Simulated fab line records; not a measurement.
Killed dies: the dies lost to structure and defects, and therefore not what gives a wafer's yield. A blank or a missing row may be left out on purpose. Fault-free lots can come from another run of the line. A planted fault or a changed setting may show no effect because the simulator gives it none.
One fault through the eyes of 2 desks -- flow rit cmos -- what lay behind the numbers comes last; until then each desk has only its own

== DESK OF THE TOOL OWNER: furnace-04 ==
The tool's own readings at RIT_ACTIVE_OXIDATION_01 (target thk 46.8 nm, ox time 3360 s): means of the sampled wafers that have a number, for each lot that ran on this tool. Any lot whose mean is over 4 standard deviations away from the usual mean is out of limits and marked OUT; that distance is given in the brackets.
Columns: A = tube_center_temp_C_max at RIT_ACTIVE_OXIDATION_01, usual 1002.5; B = zone power load pct at RIT_ACTIVE_OXIDATION_01, usual 32.6 %
lot,first seen here,A,B
L454,day 1 20:07,1002.5,30.2
L455,day 2 01:07,1002.7,30.0
L456,day 2 06:07,1002.7,30.3
L463,day 3 17:07,1002.7,30.2
Finding of this desk: none of the 4 lots has anything out of limits.

== THE METROLOGY DESK ==
Lot by lot, what the gauges showed, no matter which tool ran the lot: averages of those sampled wafers that carry a number. Any lot whose mean is over 4 standard deviations away from the usual mean is out of limits and marked OUT; that distance is given in the brackets.
Columns: A = FOX2_OXIDE_THK at RIT_FOX2_THK_MEAS_01, usual 351 nm; B = NSD_OVL at RIT_NSD_OVL_MEAS_06, usual 0.2 nm
lot,first seen here,A,B
L452,day 1 20:02,357,2.4
L453,day 2 01:07,352,0.5
L454,day 2 05:53,356,0.3
L455,day 2 10:47,348,2.1
L456,day 2 16:15,346,-1.1
L457,day 2 21:34,353,0.2
L460,day 3 15:24,352,-0.0
L463,day 4 05:09,343,-1.6
L470,day 5 14:58,343,-0.8
L471,day 5 19:01,346,0.0
L472,day 5 23:09,350,0.4
L473,day 6 05:34,360,-0.7
L475,day 6 14:37,338,0.8
Finding of this desk: none of the 13 lots has anything out of limits.

== PUT TOGETHER ==
The tool owner's desk saw nothing out of limits.
At the metrology desk, nothing out of limits was observed.

== WHAT THE SIMULATOR HAD INSERTED ==
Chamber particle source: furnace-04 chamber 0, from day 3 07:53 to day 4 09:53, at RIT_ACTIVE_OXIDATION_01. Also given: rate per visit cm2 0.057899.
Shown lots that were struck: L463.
